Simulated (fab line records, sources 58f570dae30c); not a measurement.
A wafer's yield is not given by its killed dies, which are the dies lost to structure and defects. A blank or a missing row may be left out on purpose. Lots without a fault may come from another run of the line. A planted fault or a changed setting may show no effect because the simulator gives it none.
fab line records ; flow berkeleyCmos170
record: lots: 6; wafers: 18; lastDay: 11
route steps=331 shown M2@276
lots that met no fault: from a run of the same line without faults
startH: start of the lot's first displayed wafer, in hours after the record's first day ; waitH: time in hours since the lot's previous step ; " as in the row above ; L1.1+2: several wafers, shown together as one row ; - either no value or no given start ; * or withheld: withheld ; < > ~ a bound
route shown NAME@n: NAME is a module with steps in the file, n the number in the route of the first one ; usual: average and standard deviation across the fault-free wafers ; same: alike in all rows ; chamber/n: place in a boat ; sites: the reading at each site ; _std_site: the values' standard deviation ; _edge_site: outer sites' mean less inner sites' ; radiusMm: how far each site lies from the wafer's centre ; mask NAME#n: copy n ; behind: tool/chamber where the wafer was last shaped ; hold: cause of the lot's hold/its duration in hours/its outcome ; device: the transistor (n, p or np) that didn't switch ; end of line: the tests these same wafers got at the end of their route ; a step given without rows: its recipe and nothing more ; killed: the dies lost at the first sort to structure and to defects; this is not the yield of the wafer ; map: a wafer's dies, marking killed ones x, the rest . and places with no die _
set.NAME: setting as actually run; set.NAME@STEP: the setting as run at that earlier step ; model.NAME: the simulator's own value behind a step, which no gauge read
lots at some steps of the route; a table a step, a row a wafer
services: the hour from which a tool's chamber was out of use, counted from the record's first day as startH (under 0 if before that day), plus the number of hours and why
== steps ==
step: UCB170_M2_COAT_05
recipe: resist: KrF; spinRpm: 1500; resistThkNm: 900
step: UCB170_M2_SOFTBAKE_06
recipe: resist: KrF; tempC: 130; timeS: 60
step: UCB170_M2_STRIP_07
recipe: chemistry: O2; powerW: 400; pressureMtorr: 3500; platenTempC: withheld; o2FlowSccm: 400; overashFraction: 0.5
usual: drypumpMotorCurrentA: 5.4/0.37; oesProductAu: 0.735/0.0044; stripTimeToEndpointS: 21.98/0.07
lot.wafer;tool;chamber;startH;waitH;drypumpMotorCurrentA;oesProductAu;rfHoursCounterH;stripTimeToEndpointS
L552.3;plasmaAsher-03;1;166.33;0.1;5.4;0.733;-;22.01
L552.4;plasmaAsher-03;0;166.33;0.1;5.1;0.732;-;22.10
L552.6;plasmaAsher-03;1;166.33;0.1;5.4;0.732;-;22.04
L553.1;plasmaAsher-03;0;166.73;0.1;5.1;0.734;42;22.02
L553.5;plasmaAsher-03;1;166.73;0.1;5.4;0.727;-;21.98
L553.6;plasmaAsher-03;0;166.73;0.1;5.1;0.731;-;21.98
L559.1;plasmaAsher-03;0;184.95;0.1;5.1;0.736;44;21.95
L559.3;plasmaAsher-03;0;184.95;0.1;5.1;0.729;-;21.88
L559.5;plasmaAsher-03;0;184.95;0.1;5.1;0.738;-;21.94
L561.1;plasmaAsher-01;0;207.60;0.1;5.3;0.732;10;22.07
L561.3;plasmaAsher-01;1;207.60;0.1;5.8;0.744;-;22.07
L561.5;plasmaAsher-01;1;207.60;0.1;5.8;0.737;-;22.05
L573.3;plasmaAsher-01;1;259.21;0.1;5.8;0.731;-;22.05
L573.5;plasmaAsher-01;0;259.21;0.1;5.3;0.736;-;22.05
L573.6;plasmaAsher-01;1;259.21;0.1;5.8;0.739;-;21.91
L574.2;plasmaAsher-01;0;265.23;0.1;5.3;0.735;17;21.95
L574.3;plasmaAsher-01;1;265.23;0.1;5.8;0.741;-;21.99
L574.4;plasmaAsher-01;0;265.23;0.1;5.2;0.730;-;21.94
step: UCB170_M2_STRIP_08
recipe: chemistry: DMSO; tempC: 80; timeS: 600; material: KrF
step: UCB170_M2_COAT_09
recipe: resist: BARC; tempC: withheld; timeS: withheld; spinRpm: 3000; resistThkNm: withheld
step: UCB170_M2_COAT_10
recipe: resist: KrF; spinRpm: 1500; resistThkNm: 900
step: UCB170_M2_SOFTBAKE_11
recipe: resist: KrF; tempC: 130; timeS: 60
step: UCB170_M2_EXPOSE_12
recipe: maskId: METAL2; targetCdNm: 700; na: 0.5; sigmaOuter: 0.6; sourceShape: conventional; doseMj: 26
step: UCB170_M2_PEB_13
recipe: pebTempC: 130; pebTimeS: withheld; resist: KrF
step: UCB170_M2_DEVELOP_14
recipe: developer: TMAH; developTimeS: 45; resist: KrF; devTempC: 21
step: UCB170_M2_CD_MEAS_15
recipe: targetCdNm: 700
usual: cdNm: 700.2/1.3
lot.wafer;tool;chamber;startH;waitH;cdNm
L552.3;cdSem-02;-;168.50;-;699.2
L552.4;cdSem-02;-;168.50;-;701.0
L552.6;cdSem-02;-;168.50;-;699.7
L553.1;cdSem-01;-;168.74;-;700.7
L553.5;cdSem-01;-;168.74;-;700.6
L553.6;cdSem-01;-;168.74;-;702.4
L559.1;cdSem-02;-;187.10;-;700.8
L559.3;cdSem-02;-;187.10;-;699.7
L559.5;cdSem-02;-;187.10;-;699.6
L561.1;cdSem-01;-;209.18;-;701.1
L561.3;cdSem-01;-;209.18;-;702.9
L561.5;cdSem-01;-;209.18;-;700.4
L573.3;cdSem-02;-;260.33;-;699.4
L573.5;cdSem-02;-;260.33;-;700.3
L573.6;cdSem-02;-;260.33;-;699.0
L574.2;cdSem-02;-;266.52;-;698.0
L574.3;cdSem-02;-;266.52;-;699.6
L574.4;cdSem-02;-;266.52;-;699.7
step: UCB170_M2_OVL_MEAS_16
usual: M2_OVL: 0/6
lot.wafer;tool;chamber;startH;waitH;M2_OVL[nm]
L552.3;overlay-01;-;168.59;0.1;2
L552.4;overlay-01;-;168.59;0.1;13
L552.6;overlay-01;-;168.59;0.1;11
L553.1;overlay-02;-;168.86;0.1;-8
L553.5;overlay-02;-;168.86;0.1;-8
L553.6;overlay-02;-;168.86;0.1;-8
L559.1;overlay-01;-;187.22;0.1;-10
L559.3;overlay-01;-;187.22;0.1;-8
L559.5;overlay-01;-;187.22;0.1;-1
L561.1;overlay-01;-;209.30;0.1;-10
L561.3;overlay-01;-;209.30;0.1;-10
L561.5;overlay-01;-;209.30;0.1;-5
L573.3;overlay-01;-;260.42;0.1;4
L573.5;overlay-01;-;260.42;0.1;-1
L573.6;overlay-01;-;260.42;0.1;4
L574.2;overlay-02;-;266.63;0.1;0
L574.3;overlay-02;-;266.63;0.1;-1
L574.4;overlay-02;-;266.63;0.1;10
step: UCB170_M2_ETCH_17
recipe: chemistry: N2/H2; targetDepthA: withheld; overetchA: withheld; target: BARC; timeS: withheld; sourceW: 500; biasW: 100; pressureMtorr: 30; n2FlowSccm: 100; h2FlowSccm: 200
usual: biasW: 100.0/0.31; chamberPressureMTorr: 29.998/0.029; drypumpMotorCurrentA: 5.4/0.44; oesProductAu: 1.006/0.024; throttleValvePct: 13.26/0.18
lot.wafer;tool;chamber;startH;waitH;biasW;chamberPressureMTorr;drypumpMotorCurrentA;oesProductAu;throttleValvePct
L552.3;rieDiel-04;0;168.61;0.0;99.5;30.009;5.4;0.982;13.47
L552.4;rieDiel-04;3;168.61;0.0;100.2;30.032;4.8;1.022;13.35
L552.6;rieDiel-04;0;168.61;0.0;100.0;29.989;5.4;0.989;13.48
L553.1;rieDiel-03;2;168.90;0.0;100.2;29.978;6.2;0.991;13.11
L553.5;rieDiel-03;2;168.90;0.0;100.2;29.961;6.2;1.003;13.10
L553.6;rieDiel-03;3;168.90;0.0;99.8;30.024;5.6;1.012;13.07
L559.1;rieDiel-04;3;187.26;0.0;100.1;29.966;4.8;1.003;13.34
L559.3;rieDiel-04;0;187.26;0.0;99.8;29.978;5.4;0.994;13.47
L559.5;rieDiel-04;2;187.26;0.0;99.9;29.998;5.7;1.025;13.26
L561.1;rieDiel-03;1;209.33;0.0;99.8;29.945;5.4;1.052;13.41
L561.3;rieDiel-03;0;209.33;0.0;99.8;30.015;5.8;1.004;13.28
L561.5;rieDiel-03;0;209.33;0.0;100.3;29.946;5.8;1.016;13.26
L573.3;rieDiel-04;0;260.45;0.0;-;-;-;-;-
L573.5;rieDiel-04;1;260.45;0.0;-;-;-;-;-
L573.6;rieDiel-04;2;260.45;0.0;-;-;-;-;-
L574.2;rieDiel-04;2;266.66;0.0;-;-;-;-;-
L574.3;rieDiel-04;0;266.66;0.0;-;-;-;-;-
L574.4;rieDiel-04;3;266.66;0.0;-;-;-;-;-
step: UCB170_M2_METAL_ETCH_18
recipe: chemistry: Cl2/BCl3; target: Al; stopOn: SiO2; pressureMtorr: 12; targetDepthA: 11700; overEtchFrac: 0.3; timeS: 195; icpW: 600; biasW: 120; Cl2_flow_sccm: 90; bcl3FlowSccm: 45
usual: bcl3FlowSccm: 45.00/0.13; biasW: 120.0/0.36; drypumpMotorCurrentA: 5.6/0.45; oesProductAu: 0.854/0.0091; throttleValvePct: 24.39/0.15
lot.wafer;tool;chamber;startH;waitH;bcl3FlowSccm;biasW;drypumpMotorCurrentA;oesProductAu;rfHoursCounterH;throttleValvePct
L552.3;rieMetal-03;0;168.78;-;44.88;119.8;5.7;0.864;-;24.32
L552.4;rieMetal-03;0;168.78;-;44.97;119.4;5.8;0.868;-;24.32
L552.6;rieMetal-03;0;168.78;-;44.80;120.1;5.7;0.863;-;24.32
L553.1;rieMetal-02;1;168.94;-;44.93;120.2;4.7;0.852;0.9;24.25
L553.5;rieMetal-02;0;168.94;-;44.97;119.5;5.8;0.848;-;24.70
L553.6;rieMetal-02;1;168.94;-;45.20;120.0;4.7;0.853;-;24.25
L559.1;rieMetal-03;0;187.30;-;45.32;119.8;5.8;0.865;5.5;24.32
L559.3;rieMetal-03;0;187.30;-;45.07;119.6;5.8;0.868;-;24.30
L559.5;rieMetal-03;0;187.30;-;45.12;119.7;5.8;0.861;-;24.30
L561.1;rieMetal-02;1;209.38;-;45.19;119.9;4.7;0.860;2.2;24.24
L561.3;rieMetal-02;0;209.38;-;45.02;119.7;5.8;0.840;-;24.70
L561.5;rieMetal-02;0;209.38;-;44.70;120.1;5.8;0.845;-;24.69
L573.3;rieMetal-03;0;260.61;-;44.86;120.1;5.7;0.372;-;24.55
L573.5;rieMetal-03;0;260.61;-;44.93;120.6;5.8;0.379;-;24.55
L573.6;rieMetal-03;0;260.61;-;44.92;120.4;5.7;0.375;-;24.55
L574.2;rieMetal-02;1;266.70;-;45.04;120.2;4.7;0.384;5.0;24.48
L574.3;rieMetal-02;0;266.70;-;45.07;119.8;5.8;0.373;-;24.94
L574.4;rieMetal-02;1;266.70;-;45.10;119.9;4.7;0.377;-;24.48
step: UCB170_M2_STRIP_19
recipe: chemistry: O2; powerW: 400; pressureMtorr: 3500; platenTempC: withheld; o2FlowSccm: 400; overashFraction: 0.5
usual: drypumpMotorCurrentA: 5.4/0.42; oesProductAu: 0.543/0.023
lot.wafer;tool;chamber;startH;waitH;drypumpMotorCurrentA;oesProductAu;rfHoursCounterH
L552.3;plasmaAsher-01;0;169.06;0.2;5.3;0.513;-
L552.4;plasmaAsher-01;1;169.06;0.2;5.8;0.510;-
L552.6;plasmaAsher-01;1;169.06;0.2;5.8;0.506;-
L553.1;plasmaAsher-03;1;169.13;0.1;5.4;0.558;42
L553.5;plasmaAsher-03;1;169.13;0.1;5.4;0.544;-
L553.6;plasmaAsher-03;0;169.13;0.1;5.1;0.560;-
L559.1;plasmaAsher-01;0;187.68;0.3;5.3;0.510;8
L559.3;plasmaAsher-01;0;187.68;0.3;5.3;0.508;-
L559.5;plasmaAsher-01;0;187.68;0.3;5.3;0.511;-
L561.1;plasmaAsher-02;0;209.56;0.1;4.8;0.564;51
L561.3;plasmaAsher-02;0;209.56;0.1;4.8;0.557;-
L561.5;plasmaAsher-02;0;209.56;0.1;4.8;0.559;-
L573.3;plasmaAsher-01;1;260.90;0.2;5.8;0.506;-
L573.5;plasmaAsher-01;0;260.90;0.2;5.3;0.528;-
L573.6;plasmaAsher-01;1;260.90;0.2;5.8;0.525;-
L574.2;plasmaAsher-03;0;266.89;0.1;5.1;0.556;54
L574.3;plasmaAsher-03;1;266.89;0.1;5.4;0.552;-
L574.4;plasmaAsher-03;0;266.89;0.1;5.1;0.562;-
step: UCB170_M2_CD_MEAS_90
recipe: targetCdNm: 700
usual: cdNm: 701/3.5
lot.wafer;tool;chamber;startH;waitH;cdNm
L552.3;cdSem-01;-;169.17;0.1;697
L552.4;cdSem-01;-;169.17;0.1;695
L552.6;cdSem-01;-;169.17;0.1;695
L553.1;cdSem-02;-;169.23;0.1;701
L553.5;cdSem-02;-;169.23;0.1;698
L553.6;cdSem-02;-;169.23;0.1;703
L559.1;cdSem-02;-;187.78;0.1;698
L559.3;cdSem-02;-;187.78;0.1;696
L559.5;cdSem-02;-;187.78;0.1;694
L561.1;cdSem-01;-;209.66;0.1;706
L561.3;cdSem-01;-;209.66;0.1;702
L561.5;cdSem-01;-;209.66;0.1;700
L573.3;cdSem-02;-;261.00;0.1;-
L573.5;cdSem-02;-;261.00;0.1;-
L573.6;cdSem-02;-;261.00;0.1;-
L574.2;cdSem-01;-;267.01;0.1;-
L574.3;cdSem-01;-;267.01;0.1;-
L574.4;cdSem-01;-;267.01;0.1;-
== services ==
tool;chamber;startH;hours;kind
plasmaAsher-01;-;149.05;1.1;repair
plasmaAsher-02;-;153.43;1.5;repair
rieDiel-03;-;164.12;2.8;pm
rieDiel-03;2;175.44;14.5;repair
plasmaAsher-02;-;219.31;10.5;repair
plasmaAsher-02;-;228.12;1.6;repair
rieMetal-03;0;231.53;7.1;repair
plasmaAsher-02;-;237.48;1.3;repair
rieDiel-03;1;250.37;9.4;repair
rieDiel-04;0;252.95;3.3;repair
rieDiel-03;0;253.11;6.1;repair
rieDiel-03;3;256.44;2.9;repair
== key ==
firstSign: step: UCB170_M2_ETCH_17; reading: toolRecord; direction: missing
effect: step: UCB170_M2_METAL_ETCH_18; reading: oesProductAu; direction: down; sigmas: 52; usual: 0.854; struck: 0.377
effect: step: UCB170_M2_CD_MEAS_90; reading: cdNm; direction: missing
metAt UCB170_M2_ETCH_17
struckWafers L573.3,L573.5,L573.6,L574.2,L574.3,L574.4
laterRowsLeftOut L573.3,L573.5,L573.6,L574.2,L574.3,L574.4
sortLeftOut L573.3,L573.5,L573.6,L574.2,L574.3,L574.4
onsetBetween 187.26 260.45
fault: kind: skippedStepWhole; tool: rieDiel-04; chamber: -; onsetH: 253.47; steps: UCB170_M2_ETCH_17; scope: struckLotsOnly
sortLeftOut: the simulated sort isn't trusted on such a fault, so these wafers' sort isn't shown, and their yield isn't known
laterRowsLeftOut: the simulator's readings of these wafers behind a module that went badly wrong aren't trusted and aren't shown, but for the sort
